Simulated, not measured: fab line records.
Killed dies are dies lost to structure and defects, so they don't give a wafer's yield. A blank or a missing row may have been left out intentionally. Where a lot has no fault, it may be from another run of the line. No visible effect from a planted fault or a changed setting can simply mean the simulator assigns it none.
fab line records | flow ritCmos
record lots=5 wafers=15 lastDay=7
route steps=202 shown NSD@135 PSD@142 SDANNEAL@153 PLDD@159 NLDD@160 SILICIDE@161 CONTACT@168
lots that met no fault: from a run of the same line without faults
startH: the number of hours between the record's first day and the start of the first shown wafer of the lot | waitH: how many hours have passed since the lot's step before this one | " identical to the entry in the row above | L1.1+2: several wafers, shown together as one row | - either no value or no given start | * or withheld: withheld | < > ~ a bound
route shown NAME@n: NAME is a module with steps in the file, n the number in the route of the first one | usual: average and standard deviation across the fault-free wafers | same: alike in all rows | chamber/n: place in a boat | sites: per-site readings | _std_site: standard deviation of those values | _edge_site: inner sites' mean taken away from outer sites' mean | radiusMm: for every site, how far away it sits from the centre of the wafer | mask NAME#n: copy n | behind: the tool/chamber that last shaped the wafer | hold: cause of the lot's hold/its duration in hours/its outcome | device: transistor that didn't switch, given as n, p or np | end of line: tests of these same wafers at the route's end | a step given without rows: its recipe and nothing more | killed: dies lost to structure and defects at the first sort, not the wafer's yield | map: per-die view of a wafer (x killed, . not killed, _ where there is no die)
set.NAME: setting as actually run; set.NAME@STEP: the setting as run at that earlier step | model.NAME: the simulator's own value behind a step, which no gauge read
certain route steps with their lots: each step a table, each wafer a row
services: the hour from which a tool's chamber was out of use, counted from the record's first day as startH (under 0 if before that day), plus the number of hours and why
## steps
# step RIT_NSD_PEB_04
# recipe resist=NOVOLAK tempC=withheld timeS=withheld
# columns lot.wafer tool chamber startH waitH
L084.2+4+6 lithoTrack-01 0 104.04 0.1
L085.3+4+6 lithoTrack-02 0 106.71 0.1
L091.2+5+6 lithoTrack-02 0 137.65 0.1
L092.2+3+6 lithoTrack-02 0 138.98 0.2
L094.2+3+4 lithoTrack-01 0 150.74 0.1
# step RIT_NSD_DEVELOP_05
# recipe resist=NOVOLAK developTimeS=50 devTempC=23
# columns lot.wafer tool chamber startH waitH
L084.2+4+6 lithoTrack-01 0 - -
L085.3+4+6 lithoTrack-02 0 - -
L091.2+5+6 lithoTrack-02 0 - -
L092.2+3+6 lithoTrack-02 0 - -
L094.2+3+4 lithoTrack-01 0 - -
# step RIT_NSD_OVL_MEAS_06
# usual NSD_OVL=0.1/1.3
# columns lot.wafer tool chamber startH waitH NSD_OVL[nm]
L084.2 overlay-01 - 104.30 - -0.7
L084.4 " - " " -0.6
L084.6 " - " " 1.3
L085.3 overlay-02 - 106.96 - 1.9
L085.4 " - " " 0.0
L085.6 " - " " 1.6
L091.2 overlay-01 - 137.91 - -0.5
L091.5 " - " " -1.0
L091.6 " - " " -0.8
L092.2 overlay-02 - 139.24 - -2.1
L092.3 " - " " -1.8
L092.6 " - " " -3.0
L094.2 overlay-01 - 151.01 - -0.3
L094.3 " - " " 1.8
L094.4 " - " " 0.0
# step RIT_NSD_HARDBAKE_07
# recipe resist=NOVOLAK tempC=140 timeS=60
# columns lot.wafer tool chamber startH waitH
L084.2+4+6 lithoTrack-02 0 104.35 0.0
L085.3+4+6 lithoTrack-01 0 107.03 0.1
L091.2+5+6 lithoTrack-01 0 137.97 0.0
L092.2+3+6 lithoTrack-02 0 139.29 0.0
L094.2+3+4 lithoTrack-02 0 151.06 0.0
# step RIT_NSD_IMPLANT_08
# recipe species=P energyKev=25 doseCm2=1e+15 tiltDeg=7
# columns lot.wafer tool chamber startH waitH
L084.2+4+6 implanter-02 0 104.50 0.1
L085.3+4+6 implanter-03 0 107.18 0.1
L091.2+5+6 implanter-01 0 138.12 0.1
L092.2+3+6 implanter-01 0 139.44 0.1
L094.2+3+4 implanter-02 0 151.21 0.1
# step RIT_NSD_STRIP_09
# recipe chemistry=O2 timeS=180 resist=NOVOLAK platenTempC=withheld powerW=500 pressureMtorr=4000 o2FlowSccm=4000
# usual drypumpMotorCurrentA=5.7/0.48
# columns lot.wafer tool chamber startH waitH drypumpMotorCurrentA rfHoursCounterH
L084.2 plasmaAsher-03 1 104.63 0.1 5.2 44
L084.4 " 1 " " 5.2 -
L084.6 " 0 " " 5.5 -
L085.3 plasmaAsher-03 1 107.34 0.1 5.2 -
L085.4 " 0 " " 5.5 -
L085.6 " 0 " " 5.6 -
L091.2 plasmaAsher-03 1 138.24 0.1 5.2 48
L091.5 " 0 " " 5.5 -
L091.6 " 1 " " 5.2 -
L092.2 plasmaAsher-02 0 139.57 0.1 5.9 53
L092.3 " 0 " " 5.9 -
L092.6 " 1 " " 5.9 -
L094.2 plasmaAsher-01 0 151.34 0.1 4.9 35
L094.3 " 1 " " 6.6 -
L094.4 " 0 " " 4.9 -
# step RIT_NSD_TW_MEAS_10
# usual NSD_TW=3103/32
# columns lot.wafer tool chamber startH waitH NSD_TW
L084.2 filmMetro-03 - 104.81 0.1 3080
L084.4 " - " " 3072
L084.6 " - " " 3099
L085.3 filmMetro-04 - 107.48 0.1 3106
L085.4 " - " " 3101
L085.6 " - " " 3103
L091.2 filmMetro-04 - 138.43 0.1 3112
L091.5 " - " " 3089
L091.6 " - " " 3117
L092.2 filmMetro-02 - 139.75 0.1 3160
L092.3 " - " " 3152
L092.6 " - " " 3155
L094.2 filmMetro-04 - 151.52 0.1 3127
L094.3 " - " " 3123
L094.4 " - " " 3100
# step RIT_PSD_HMDS_00
# recipe primeTimeS=60 primeTempC=140
# columns lot.wafer tool chamber startH waitH
L084.2+4+6 lithoTrack-03 0 104.89 0.1
L085.3+4+6 lithoTrack-01 0 107.57 0.1
L091.2+5+6 lithoTrack-03 0 138.50 0.1
L092.2+3+6 lithoTrack-01 0 139.83 0.1
L094.2+3+4 lithoTrack-03 0 151.61 0.1
# step RIT_PSD_COAT_01
# recipe resist=NOVOLAK spinRpm=3250 resistThkNm=1000
# columns lot.wafer tool chamber startH waitH
L084.2+4+6 lithoTrack-03 0 105.04 0.1
L085.3+4+6 lithoTrack-01 0 107.72 0.1
L091.2+5+6 lithoTrack-03 0 138.65 0.1
L092.2+3+6 lithoTrack-01 0 139.98 0.1
L094.2+3+4 lithoTrack-03 0 151.76 0.1
# step RIT_PSD_SOFTBAKE_02
# recipe resist=NOVOLAK tempC=90 timeS=60
# columns lot.wafer tool chamber startH waitH
L084.2+4+6 lithoTrack-03 0 105.19 0.1
L085.3+4+6 lithoTrack-01 0 107.87 0.1
L091.2+5+6 lithoTrack-03 0 138.80 0.1
L092.2+3+6 lithoTrack-01 0 140.13 0.1
L094.2+3+4 lithoTrack-03 0 151.91 0.1
# step RIT_PSD_EXPOSE_03
# recipe maskId=M10 na=0.57 targetCdNm=40900 doseMj=250
# usual stageVelMmS=499.94/0.26
# same na=0.57
# columns lot.wafer tool chamber startH waitH mask stageVelMmS
L084.2 ilineStepper-02 0 105.46 0.2 M10#0 499.85
L084.4 " 0 " " M10#0 500.42
L084.6 " 0 " " M10#0 499.69
L085.3 ilineStepper-02 0 108.01 0.1 M10#0 500.32
L085.4 " 0 " " M10#0 500.25
L085.6 " 0 " " M10#0 499.96
L091.2 ilineStepper-01 0 139.07 0.2 M10#0 499.60
L091.5 " 0 " " M10#0 499.75
L091.6 " 0 " " M10#0 499.82
L092.2 ilineStepper-01 0 140.27 0.1 M10#0 500.25
L092.3 " 0 " " M10#0 499.99
L092.6 " 0 " " M10#0 499.91
L094.2 ilineStepper-01 0 152.05 0.1 M10#0 499.96
L094.3 " 0 " " M10#0 499.76
L094.4 " 0 " " M10#0 499.58
# step RIT_PSD_PEB_04
# recipe resist=NOVOLAK tempC=withheld timeS=withheld
# columns lot.wafer tool chamber startH waitH
L084.2+4+6 lithoTrack-04 0 105.58 0.1
L085.3+4+6 lithoTrack-04 0 108.16 0.1
L091.2+5+6 lithoTrack-04 0 139.19 0.1
L092.2+3+6 lithoTrack-01 0 140.40 0.1
L094.2+3+4 lithoTrack-03 0 152.17 0.1
# step RIT_PSD_DEVELOP_05
# recipe resist=NOVOLAK developTimeS=50 devTempC=23
# columns lot.wafer tool chamber startH waitH
L084.2+4+6 lithoTrack-04 0 - -
L085.3+4+6 lithoTrack-04 0 - -
L091.2+5+6 lithoTrack-04 0 - -
L092.2+3+6 lithoTrack-01 0 - -
L094.2+3+4 lithoTrack-03 0 - -
# step RIT_PSD_OVL_MEAS_06
# usual PSD_OVL=0.7/1.5
# columns lot.wafer tool chamber startH waitH PSD_OVL[nm]
L084.2 overlay-01 - 105.85 - -0.7
L084.4 " - " " -1.2
L084.6 " - " " -1.7
L085.3 overlay-02 - 108.40 - 0.4
L085.4 " - " " 0.1
L085.6 " - " " -0.8
L091.2 overlay-01 - 139.46 - 0.3
L091.5 " - " " -0.4
L091.6 " - " " -1.6
L092.2 overlay-01 - 140.66 - 1.9
L092.3 " - " " 2.4
L092.6 " - " " 3.2
L094.2 overlay-02 - 152.44 - 3.0
L094.3 " - " " 1.0
L094.4 " - " " -0.5
# step RIT_PSD_HARDBAKE_07
# recipe resist=NOVOLAK tempC=140 timeS=60
# columns lot.wafer tool chamber startH waitH
L084.2+4+6 lithoTrack-04 0 105.90 0.0
L085.3+4+6 lithoTrack-04 0 108.48 0.1
L091.2+5+6 lithoTrack-03 0 139.51 0.0
L092.2+3+6 lithoTrack-01 0 140.72 0.0
L094.2+3+4 lithoTrack-04 0 152.49 0.0
# step RIT_PSD_IMPLANT_08
# recipe species=BF2 energyKev=27 doseCm2=5e+15 tiltDeg=7
# columns lot.wafer tool chamber startH waitH
L084.2+4+6 implanter-04 0 106.05 0.1
L085.3+4+6 implanter-03 0 108.63 0.1
L091.2+5+6 implanter-03 0 139.66 0.1
L092.2+3+6 implanter-02 0 140.87 0.1
L094.2+3+4 implanter-02 0 152.64 0.1
# step RIT_PSD_STRIP_09
# recipe chemistry=O2 timeS=180 resist=NOVOLAK platenTempC=withheld powerW=500 pressureMtorr=4000 o2FlowSccm=4000
# usual drypumpMotorCurrentA=5.9/0.53
# columns lot.wafer tool chamber startH waitH drypumpMotorCurrentA rfHoursCounterH
L084.2 plasmaAsher-02 1 106.18 0.1 5.9 48
L084.4 " 1 " " 5.9 -
L084.6 " 1 " " 5.9 -
L085.3 plasmaAsher-02 0 108.79 0.1 5.9 -
L085.4 " 1 " " 5.9 -
L085.6 " 0 " " 5.9 -
L091.2 plasmaAsher-04 0 139.79 0.1 5.7 2
L091.5 " 1 " " 6.2 -
L091.6 " 0 " " 5.8 -
L092.2 plasmaAsher-02 1 140.99 0.1 5.9 53
L092.3 " 0 " " 5.9 -
L092.6 " 0 " " 5.9 -
L094.2 plasmaAsher-04 0 152.77 0.1 5.8 4
L094.3 " 1 " " 6.2 -
L094.4 " 0 " " 5.8 -
# step RIT_PSD_TW_MEAS_10
# usual PSD_TW=3423/26
# columns lot.wafer tool chamber startH waitH PSD_TW
L084.2 filmMetro-03 - 106.36 0.1 3387
L084.4 " - " " 3378
L084.6 " - " " 3391
L085.3 filmMetro-04 - 108.92 0.1 3444
L085.4 " - " " 3408
L085.6 " - " " 3418
L091.2 filmMetro-04 - 139.97 0.1 3409
L091.5 " - " " 3404
L091.6 " - " " 3407
L092.2 filmMetro-04 - 141.18 0.1 3400
L092.3 " - " " 3406
L092.6 " - " " 3395
L094.2 filmMetro-04 - 152.95 0.1 3436
L094.3 " - " " 3438
L094.4 " - " " 3434
# step RIT_SDANNEAL_CLEAN_00
# recipe chemistry=SC1 mix=3:3:50 timeS=600 tempC=75
# columns lot.wafer tool chamber startH waitH
L084.2+4+6 wetBench-04 3 106.41 0.0
L085.3+4+6 wetBench-01 2 108.96 0.0
L091.2+5+6 wetBench-02 0 140.02 0.0
L092.2+3+6 wetBench-01 2 141.23 0.0
L094.2+3+4 wetBench-01 3 153.00 0.0
# step RIT_SDANNEAL_CLEAN_01
# recipe chemistry=dHF dilution=50:1 timeS=30
# columns lot.wafer tool chamber startH waitH
L084.2+4+6 wetBench-02 1 106.59 0.0
L085.3+4+6 wetBench-04 2 109.15 0.0
L091.2+5+6 wetBench-04 3 140.21 0.0
L092.2+3+6 wetBench-01 2 141.42 0.0
L094.2+3+4 wetBench-02 2 153.18 0.0
# step RIT_SDANNEAL_CLEAN_02
# recipe chemistry=SC2 mix=3:3:50 timeS=600 tempC=75 dry=n2Spin
# columns lot.wafer tool chamber startH waitH
L084.2+4+6 wetBench-04 3 106.60 0.0
L085.3+4+6 wetBench-02 2 109.17 0.0
L091.2+5+6 wetBench-01 0 140.23 0.0
L092.2+3+6 wetBench-02 0 141.47 0.0
L094.2+3+4 wetBench-04 1 153.20 0.0
# step RIT_SDANNEAL_RTA_03
# recipe tempC=1050 timeS=5 idleTempC=600 rampUpCPerS=342 rampDownCPerS=171 coolToC=600 ambient=N2
# usual wafer_temp_C_max=1053.5/1.2
# columns lot.wafer tool chamber startH waitH wafer_temp_C_max
L084.2 rtpAnneal-01 0 106.79 0.0 1052.6
L084.4 " 0 " " 1051.7
L084.6 " 0 " " 1055.5
L085.3 rtpAnneal-02 0 109.36 0.0 1053.3
L085.4 " 0 " " 1052.9
L085.6 " 0 " " 1053.2
L091.2 rtpAnneal-02 0 140.43 0.0 1054.5
L091.5 " 0 " " 1051.5
L091.6 " 0 " " 1051.8
L092.2 rtpAnneal-01 0 141.68 0.0 1054.1
L092.3 " 0 " " 1052.8
L092.6 " 0 " " 1052.5
L094.2 rtpAnneal-01 0 153.41 0.0 1054.3
L094.3 " 0 " " 1055.9
L094.4 " 0 " " 1053.1
# step RIT_SDANNEAL_RS_MEAS_04
# recipe thkMeasGauge=four-point-probe
# usual PSD_RS=115.7/0.36
# columns lot.wafer tool chamber startH waitH PSD_RS[ohm/sq]
L084.2 filmMetro-03 - 106.86 0.1 116.4
L084.4 " - " " 116.1
L084.6 " - " " 116.2
L085.3 filmMetro-02 - 109.44 0.1 116.3
L085.4 " - " " 116.0
L085.6 " - " " 115.5
L091.2 filmMetro-04 - 140.50 0.1 115.2
L091.5 " - " " 115.2
L091.6 " - " " 115.5
L092.2 filmMetro-04 - 141.79 0.1 116.0
L092.3 " - " " 116.3
L092.6 " - " " 116.0
L094.2 filmMetro-03 - 153.52 0.1 115.3
L094.3 " - " " 115.2
L094.4 " - " " 115.5
# step RIT_SDANNEAL_RS_MEAS_05
# recipe thkMeasGauge=four-point-probe
# usual NSD_RS=84.49/0.26
# columns lot.wafer tool chamber startH waitH NSD_RS[ohm/sq]
L084.2 filmMetro-03 - 106.98 0.1 84.61
L084.4 " - " " 84.51
L084.6 " - " " 84.49
L085.3 filmMetro-02 - 109.56 0.1 84.41
L085.4 " - " " 84.34
L085.6 " - " " 84.39
L091.2 filmMetro-04 - 140.62 0.1 84.99
L091.5 " - " " 84.57
L091.6 " - " " 84.95
L092.2 filmMetro-04 - 141.91 0.1 83.94
L092.3 " - " " 84.29
L092.6 " - " " 83.92
L094.2 filmMetro-03 - 153.64 0.1 84.27
L094.3 " - " " 84.10
L094.4 " - " " 84.13
# step RIT_SDANNEAL_RS_MEAS_06
# recipe thkMeasGauge=four-point-probe
# usual PLDD_RS=178.4/0.57
# columns lot.wafer tool chamber startH waitH PLDD_RS[ohm/sq]
L084.2 filmMetro-03 - 107.10 0.1 179.6
L084.4 " - " " 178.4
L084.6 " - " " 178.4
L085.3 filmMetro-02 - 109.68 0.1 178.6
L085.4 " - " " 178.0
L085.6 " - " " 177.9
L091.2 filmMetro-04 - 140.74 0.1 178.1
L091.5 " - " " 178.1
L091.6 " - " " 178.3
L092.2 filmMetro-04 - 142.03 0.1 179.3
L092.3 " - " " 178.9
L092.6 " - " " 179.3
L094.2 filmMetro-03 - 153.76 0.1 178.2
L094.3 " - " " 178.4
L094.4 " - " " 178.6
# step RIT_SDANNEAL_RS_MEAS_07
# recipe thkMeasGauge=four-point-probe
# usual NLDD_RS=151.6/0.58
# columns lot.wafer tool chamber startH waitH NLDD_RS[ohm/sq]
L084.2 filmMetro-03 - 107.22 0.1 151.0
L084.4 " - " " 151.6
L084.6 " - " " 151.1
L085.3 filmMetro-02 - 109.80 0.1 150.7
L085.4 " - " " 150.7
L085.6 " - " " 150.7
L091.2 filmMetro-04 - 140.86 0.1 150.9
L091.5 " - " " 150.7
L091.6 " - " " 150.5
L092.2 filmMetro-04 - 142.15 0.1 151.7
L092.3 " - " " 151.5
L092.6 " - " " 151.2
L094.2 filmMetro-03 - 153.88 0.1 152.0
L094.3 " - " " 152.2
L094.4 " - " " 152.2
# step RIT_SILICIDE_WET_ETCH_00
# recipe chemistry=BOE target=SiO2 targetDepthNm=14 timeS=15 dry=n2Spin dilution=10:1 tempC=21.5
# columns lot.wafer tool chamber startH waitH
L084.2+4+6 wetBench-01 1 107.32 0.1
L085.3+4+6 wetBench-04 2 109.88 0.1
L091.2+5+6 wetBench-03 0 140.96 0.1
L092.2+3+6 wetBench-04 0 142.25 0.1
L094.2+3+4 wetBench-04 2 153.98 0.1
# step RIT_SILICIDE_SPUTTER_01
# recipe material=Ti targetThkNm=30 powerW=350 chamberPressurePa=0.667 gas=Ar timeS=240 substrateTempC=25
# usual chamberPressurePa=0.6669/0.0012 throttleValvePct=30.0/1.1
# columns lot.wafer tool chamber startH waitH chamberPressurePa throttleValvePct
L084.2 pvdSputter-02 - 107.33 0.0 0.6650 31.3
L084.4 " - " " 0.6676 29.0
L084.6 " - " " 0.6648 31.0
L085.3 pvdSputter-01 - 109.90 0.0 0.6658 29.3
L085.4 " - " " 0.6660 29.8
L085.6 " - " " 0.6667 29.9
L091.2 pvdSputter-04 - 140.98 0.0 0.6660 30.1
L091.5 " - " " 0.6668 30.0
L091.6 " - " " 0.6666 27.7
L092.2 pvdSputter-02 - 142.27 0.0 0.6664 30.9
L092.3 " - " " 0.6663 30.8
L092.6 " - " " 0.6656 28.8
L094.2 pvdSputter-02 - 154.00 0.0 0.6690 28.9
L094.3 " - " " 0.6682 30.6
L094.4 " - " " 0.6683 31.4
# step RIT_SILICIDE_RS_MEAS_02
# recipe thkMeasGauge=four-point-probe reads=Ti_of_SILICIDE_SPUTTER_01
# usual SILICIDE_TI_RS=47.8/0.61
# columns lot.wafer tool chamber startH waitH SILICIDE_TI_RS[ohm/sq]
L084.2 filmMetro-01 - 107.50 0.1 48.7
L084.4 " - " " 48.7
L084.6 " - " " 48.0
L085.3 filmMetro-02 - 110.09 0.1 47.4
L085.4 " - " " 47.4
L085.6 " - " " 48.1
L091.2 filmMetro-02 - 141.16 0.1 47.0
L091.5 " - " " 47.4
L091.6 " - " " 46.7
L092.2 filmMetro-01 - 142.44 0.1 47.9
L092.3 " - " " 48.1
L092.6 " - " " 48.2
L094.2 filmMetro-02 - 154.17 0.1 48.0
L094.3 " - " " 47.6
L094.4 " - " " 48.5
# step RIT_SILICIDE_THK_MEAS_03
# recipe thkMeasGauge=xrf reads=Ti_of_SILICIDE_SPUTTER_01
# usual SILICIDE_TI_THK=29.79/0.3
# columns lot.wafer tool chamber startH waitH SILICIDE_TI_THK[nm]
L084.2 filmMetro-01 - 107.61 0.1 29.23
L084.4 " - " " 29.29
L084.6 " - " " 29.67
L085.3 filmMetro-02 - 110.19 0.1 30.05
L085.4 " - " " 29.87
L085.6 " - " " 29.62
L091.2 filmMetro-02 - 141.27 0.1 30.16
L091.5 " - " " 29.92
L091.6 " - " " 30.20
L092.2 filmMetro-01 - 142.55 0.1 29.77
L092.3 " - " " 29.64
L092.6 " - " " 29.54
L094.2 filmMetro-02 - 154.28 0.1 29.55
L094.3 " - " " 29.78
L094.4 " - " " 29.50
# step RIT_SILICIDE_RTA_04
# recipe tempC=650 timeS=10 idleTempC=25 rampUpS=5 rampDownS=5 coolToC=25 ambient=N2
# usual wafer_temp_C_max=652.0/0.42
# columns lot.wafer tool chamber startH waitH wafer_temp_C_max
L084.2 rtpAnneal-02 0 107.67 0.1 652.1
L084.4 " 0 " " 652.2
L084.6 " 0 " " 652.1
L085.3 rtpAnneal-01 0 110.25 0.1 651.2
L085.4 " 0 " " 651.9
L085.6 " 0 " " 652.0
L091.2 rtpAnneal-01 0 141.34 0.1 652.0
L091.5 " 0 " " 652.0
L091.6 " 0 " " 652.4
L092.2 rtpAnneal-02 0 142.61 0.1 651.5
L092.3 " 0 " " 651.9
L092.6 " 0 " " 651.8
L094.2 rtpAnneal-02 0 154.34 0.1 652.3
L094.3 " 0 " " 651.7
L094.4 " 0 " " 652.5
# step RIT_SILICIDE_WET_ETCH_05
# recipe chemistry=SPM target=Ti tempC=90 timeS=120 dry=n2Spin
# columns lot.wafer tool chamber startH waitH
L084.2+4+6 wetBench-04 1 107.73 0.0
L085.3+4+6 wetBench-04 1 110.29 0.0
L091.2+5+6 wetBench-03 2 141.39 0.0
L092.2+3+6 wetBench-03 1 142.67 0.0
L094.2+3+4 wetBench-03 2 154.39 0.0
# step RIT_SILICIDE_RTA_06
# recipe tempC=750 timeS=10 idleTempC=25 rampUpS=5 rampDownS=10 coolToC=25 ambient=N2
# usual wafer_temp_C_max=752.2/0.51
# columns lot.wafer tool chamber startH waitH wafer_temp_C_max
L084.2 rtpAnneal-01 0 107.78 0.0 752.8
L084.4 " 0 " " 752.4
L084.6 " 0 " " 752.4
L085.3 rtpAnneal-02 0 110.36 0.0 751.9
L085.4 " 0 " " 752.6
L085.6 " 0 " " 752.3
L091.2 rtpAnneal-02 0 141.45 0.0 751.9
L091.5 " 0 " " 752.2
L091.6 " 0 " " 752.1
L092.2 rtpAnneal-01 0 142.73 0.0 751.9
L092.3 " 0 " " 752.3
L092.6 " 0 " " 752.6
L094.2 rtpAnneal-01 0 154.46 0.0 752.4
L094.3 " 0 " " 751.6
L094.4 " 0 " " 751.7
# step RIT_CONTACT_CVD_00
# recipe material=SiO2 targetThkNm=400 precursor=TEOS tempC=390 timeS=61 rfW=400
# usual heaterPowerW=334/43
# columns lot.wafer tool chamber startH waitH heaterPowerW
L084.2 pecvd-02 1 107.83 0.0 273
L084.4 " 1 " " 291
L084.6 " 0 " " 350
L085.3 pecvd-04 2 110.40 0.0 371
L085.4 " 2 " " 372
L085.6 " 0 " " 316
L091.2 pecvd-04 2 141.50 0.0 324
L091.5 " 1 " " 305
L091.6 " 0 " " 350
L092.2 pecvd-02 0 142.84 0.1 345
L092.3 " 2 " " 268
L092.6 " 2 " " 283
L094.2 pecvd-04 2 154.57 0.1 349
L094.3 " 0 " " 277
L094.4 " 1 " " 301
# step RIT_CONTACT_THK_MEAS_01
# recipe reads=SiO2_of_CONTACT_CVD_00
# usual CONTACT_TEOS_THK=400/5
# columns lot.wafer tool chamber startH waitH CONTACT_TEOS_THK[nm]
L084.2 filmMetro-03 - 107.89 0.0 393
L084.4 " - " " 400
L084.6 " - " " 397
L085.3 filmMetro-03 - 110.47 0.0 396
L085.4 " - " " 403
L085.6 " - " " 399
L091.2 filmMetro-01 - 141.56 0.0 390
L091.5 " - " " 400
L091.6 " - " " 400
L092.2 filmMetro-04 - 142.90 0.0 396
L092.3 " - " " 403
L092.6 " - " " 409
L094.2 filmMetro-01 - 154.63 0.0 392
L094.3 " - " " 397
L094.4 " - " " 401
# step RIT_CONTACT_HMDS_02
# recipe primeTimeS=60 primeTempC=140
# columns lot.wafer tool chamber startH waitH
L084.2+4+6 lithoTrack-03 0 107.97 0.1
L085.3+4+6 lithoTrack-02 0 110.56 0.1
L091.2+5+6 lithoTrack-02 0 141.64 0.1
L092.2+3+6 lithoTrack-03 0 142.98 0.1
L094.2+3+4 lithoTrack-03 0 154.70 0.1
# step RIT_CONTACT_COAT_03
# recipe resist=NOVOLAK spinRpm=3250 resistThkNm=1000
# columns lot.wafer tool chamber startH waitH
L084.2+4+6 lithoTrack-03 0 108.12 0.1
L085.3+4+6 lithoTrack-02 0 110.71 0.1
L091.2+5+6 lithoTrack-02 0 141.79 0.1
L092.2+3+6 lithoTrack-03 0 143.13 0.1
L094.2+3+4 lithoTrack-03 0 154.85 0.1
# step RIT_CONTACT_SOFTBAKE_04
# recipe resist=NOVOLAK tempC=90 timeS=60
# columns lot.wafer tool chamber startH waitH
L084.2+4+6 lithoTrack-03 0 108.27 0.1
L085.3+4+6 lithoTrack-02 0 110.86 0.1
L091.2+5+6 lithoTrack-02 0 141.94 0.1
L092.2+3+6 lithoTrack-03 0 143.28 0.1
L094.2+3+4 lithoTrack-03 0 155.00 0.1
# step RIT_CONTACT_EXPOSE_05
# recipe maskId=M11 na=0.6 sourceShape=conventional sigmaOuter=0.5 targetCdNm=1000 doseMj=250
# usual stageVelMmS=499.96/0.24
# same na=0.6
# columns lot.wafer tool chamber startH waitH mask stageVelMmS
L084.2 ilineStepper-02 0 108.41 0.1 M11#0 499.97
L084.4 " 0 " " M11#0 499.66
L084.6 " 0 " " M11#0 499.76
L085.3 ilineStepper-01 0 111.13 0.2 M11#0 499.69
L085.4 " 0 " " M11#0 499.71
L085.6 " 0 " " M11#0 499.71
L091.2 ilineStepper-01 0 142.08 0.1 M11#0 500.32
L091.5 " 0 " " M11#0 499.77
L091.6 " 0 " " M11#0 499.99
L092.2 ilineStepper-02 0 143.55 0.2 M11#0 500.04
L092.3 " 0 " " M11#0 500.13
L092.6 " 0 " " M11#0 500.12
L094.2 ilineStepper-02 0 155.27 0.2 M11#0 499.63
L094.3 " 0 " " M11#0 499.73
L094.4 " 0 " " M11#0 499.80
# step RIT_CONTACT_PEB_06
# recipe resist=NOVOLAK tempC=withheld timeS=withheld
# columns lot.wafer tool chamber startH waitH
L084.2+4+6 lithoTrack-03 0 108.54 0.1
L085.3+4+6 lithoTrack-01 0 111.36 0.2
L091.2+5+6 lithoTrack-01 0 142.21 0.1
L092.2+3+6 lithoTrack-03 0 143.67 0.1
L094.2+3+4 lithoTrack-02 0 155.40 0.1
# step RIT_CONTACT_DEVELOP_07
# recipe resist=NOVOLAK developTimeS=120 devTempC=23
# columns lot.wafer tool chamber startH waitH
L084.2+4+6 lithoTrack-03 0 - -
L085.3+4+6 lithoTrack-01 0 - -
L091.2+5+6 lithoTrack-01 0 - -
L092.2+3+6 lithoTrack-03 0 - -
L094.2+3+4 lithoTrack-02 0 - -
# step RIT_CONTACT_CD_MEAS_08
# recipe targetCdNm=1000
# usual cdNm=1000.2/2
# columns lot.wafer tool chamber startH waitH cdNm
L084.2 cdSem-02 - 108.93 - 1001.2
L084.4 " - " " 1000.1
L084.6 " - " " 1002.9
L085.3 cdSem-01 - 111.75 - 999.1
L085.4 " - " " 999.7
L085.6 " - " " 1002.2
L091.2 cdSem-02 - 142.60 - 1000.9
L091.5 " - " " 998.4
L091.6 " - " " 997.2
L092.2 cdSem-02 - 144.07 - 1003.5
L092.3 " - " " 1003.6
L092.6 " - " " 1002.1
L094.2 cdSem-01 - 155.79 - 1002.8
L094.3 " - " " 1002.0
L094.4 " - " " 1003.8
# step RIT_CONTACT_OVL_MEAS_09
# usual CONTACT_OVL=-0.1/1
# columns lot.wafer tool chamber startH waitH CONTACT_OVL[nm]
L084.2 overlay-02 - 109.04 0.1 -0.7
L084.4 " - " " -0.3
L084.6 " - " " -0.6
L085.3 overlay-01 - 111.84 0.1 -0.4
L085.4 " - " " -0.2
L085.6 " - " " -0.2
L091.2 overlay-02 - 142.71 0.1 -0.9
L091.5 " - " " 0.3
L091.6 " - " " -0.3
L092.2 overlay-01 - 144.17 0.1 0.2
L092.3 " - " " 0.1
L092.6 " - " " 1.1
L094.2 overlay-02 - 155.90 0.1 -0.3
L094.3 " - " " -0.1
L094.4 " - " " 0.1
# step RIT_CONTACT_HARDBAKE_10
# recipe resist=NOVOLAK tempC=140 timeS=60
# columns lot.wafer tool chamber startH waitH
L084.2+4+6 lithoTrack-01 0 109.09 0.0
L085.3+4+6 lithoTrack-02 0 112.14 0.3
L091.2+5+6 lithoTrack-01 0 142.76 0.0
L092.2+3+6 lithoTrack-03 0 144.23 0.0
L094.2+3+4 lithoTrack-02 0 155.95 0.0
# step RIT_CONTACT_ETCH_11
# recipe targetDepthA=4800 overEtchFrac=0.2 stopOn=TiSi2 chemistry=CHF3/CF4/Ar target=SiO2 CHF3_flow_sccm=50 cf4FlowSccm=10 Ar_flow_sccm=100 O2_flow_sccm=5 pressureMtorr=100 rfW=200 timeS=320
# usual drypumpMotorCurrentA=5.5/0.47 oesProductAu=0.991/0.01 throttleValvePct=8.87/0.13
# columns lot.wafer tool chamber startH waitH drypumpMotorCurrentA oesProductAu rfHoursCounterH throttleValvePct
L084.2 rieDiel-03 1 109.22 0.1 5.3 0.986 20 9.01
L084.4 " 1 " " 5.3 0.990 - 9.00
L084.6 " 2 " " 5.6 0.990 - 8.86
L085.3 rieDiel-01 1 112.24 0.1 5.2 0.988 152 8.81
L085.4 " 1 " " 5.2 0.984 - 8.81
L085.6 " 3 " " 4.9 1.002 - 8.94
L091.2 rieDiel-03 0 142.89 0.1 6.0 0.990 45 8.92
L091.5 " 1 " " 5.3 0.989 - 8.99
L091.6 " 2 " " 5.6 0.993 - 8.87
L092.2 rieDiel-01 2 144.35 0.1 5.7 0.995 8 8.71
L092.3 " 1 " " 5.2 0.976 153 8.81
L092.6 " 1 " " 5.2 0.983 - 8.82
L094.2 rieDiel-01 1 156.08 0.1 5.2 0.988 153 8.81
L094.3 " 0 " " 4.7 1.007 1 9.07
L094.4 " 0 " " 4.7 1.004 - 9.07
## services
# columns tool chamber startH hours kind
rieDiel-03 3 90.54 - clean
rieDiel-03 3 90.54 23.7 scheduledDown
rieDiel-03 3 90.54 23.7 ventCycle
rieDiel-03 - 94.00 14.6 pm
rieDiel-01 0 94.53 - clean
rieDiel-01 0 94.53 21.7 scheduledDown
rieDiel-01 0 94.53 21.7 ventCycle
plasmaAsher-04 - 100.62 2.8 pm
plasmaAsher-01 - 101.44 14.6 pm
plasmaAsher-02 - 103.31 2.4 repair
plasmaAsher-04 - 108.75 9.0 pm
plasmaAsher-04 0 108.75 9.0 ventCycle
plasmaAsher-04 1 108.75 9.0 ventCycle
ilineStepper-01 - 114.52 2.6 repair
ilineStepper-01 - 126.48 1.7 pm
plasmaAsher-04 - 126.64 2.2 repair
implanter-03 - 127.58 5.4 pm
rieDiel-01 3 134.77 19.6 repair
implanter-04 - 140.86 2.4 repair
rtpAnneal-02 - 144.59 0.8 pm
rieDiel-01 2 146.90 9.8 repair
pecvd-04 - 153.20 0.6 repair
rieDiel-03 2 153.87 3.2 repair
implanter-02 - 153.94 5.0 repair
## key
fault none
